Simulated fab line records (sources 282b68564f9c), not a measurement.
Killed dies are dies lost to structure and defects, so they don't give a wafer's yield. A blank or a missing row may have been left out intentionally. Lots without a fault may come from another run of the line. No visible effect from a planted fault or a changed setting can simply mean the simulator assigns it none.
Which tool did it? ; flow rit cmos ; 42 wafers sampled from 14 lots at 1 step of a route of 202

== WHAT EACH GAUGE READ, for each wafer ==
Not one reading of a measure or inspect step in the record can be checked against a usual standard deviation.

== EACH LOT AND THE TOOL THAT RAN IT (in order: tool; ch and the chambers of the sampled wafers; start) ==
lot;RIT_NLDD_SOFTBAKE_02
L994;litho track-03 ch 0, day 2 17:51
L996;litho track-03 ch 0, day 3 04:13
L997;litho track-01 ch 0, day 3 07:40
L998;litho track-01 ch 0, day 3 13:52
L999;litho track-01 ch 0, day 3 21:04
L100;litho track-01 ch 0, day 3 22:59
L101;litho track-02 ch 0, day 4 04:20
L102;litho track-02 ch 0, day 4 08:40
L103;litho track-02 ch 0, day 4 19:37
L104;litho track-01 ch 0, day 4 19:58
L105;litho track-01 ch 0, day 5 00:48
L113;litho track-03 ch 0, day 6 17:20
L114;litho track-03 ch 0, day 6 20:56
L116;litho track-02 ch 0, day 7 06:50
- RIT_NLDD_SOFTBAKE_02: time 60 s.

== WHAT THE TOOLS THEMSELVES READ (means of the sampled wafers that have a number; where no wafer has one, the mark that the record gives instead) ==
RIT_NLDD_SOFTBAKE_02.
lot;tool;heater power total W (W);plate temp C (C)
L994;litho track-03;34.54;90.08
L996;litho track-03;34.55;90.00
L997;litho track-01;34.58;90.12
L998;litho track-01;34.56;89.98
L999;litho track-01;34.55;89.91
L100;litho track-01;34.59;89.88
L101;litho track-02;34.63;89.95
L102;litho track-02;34.53;89.98
L103;litho track-02;34.60;89.92
L104;litho track-01;34.97;90.84
L105;litho track-01;34.95;90.70
L113;litho track-03;34.60;90.05
L114;litho track-03;34.61;89.79
L116;litho track-02;34.59;90.07

== THE ANSWER, worked out from the rows above alone ==
Rule: the lots themselves supply what counts as usual. Put in order of their means at a reading, lots are off if they are a third of the lots or fewer, leave a main group of 4 or more, and stand apart from it by a gap of 3 or more times the standard deviation of the main group's means; of several such gaps the widest counts. A main group whose means are all the same, to the digits that the tables above print for the reading, isn't used. A lot without any number at a reading at which 4 lots or more have one is off too. Where the step has rows for the other lots, those lots are counted as sound. Order of review: gauges by route order, followed by the tools' own readings, for which a lot's mean as printed above is used. At the first step where some lot is off, the reading lying furthest off is the one used; lots without a number count as furthest.
Off: L104, L105 (RIT_NLDD_SOFTBAKE_02, heater power total W). The main group has a mean of 34.58 W with a standard deviation of 0.03.
A tool fits if, at that step or a process step before it, it ran every lot that is off, and no sound lot after the first of them. One fits: RIT_NLDD_SOFTBAKE_02 on litho track-01. A fault onset in the window from L100 (day 3 22:59, its last sound lot) to L104 (day 4 19:58, its first lot off) fits.
The tool's own readings at RIT_NLDD_SOFTBAKE_02 bear it out: on the lots that are off they differ by more than 5 times the standard deviation of the sound lots' means. heater power total W reads 34.96 W there against 34.58 W on the sound lots; plate temp C reads 90.77 C there against 89.98 C on the sound lots.

== WHAT HAD BEEN PUT IN BY THE SIMULATOR ==
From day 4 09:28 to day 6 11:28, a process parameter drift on litho track-01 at RIT_NLDD_SOFTBAKE_02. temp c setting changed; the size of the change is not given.
Shown lots that were struck: L104, L105. The same result came from the rule above.
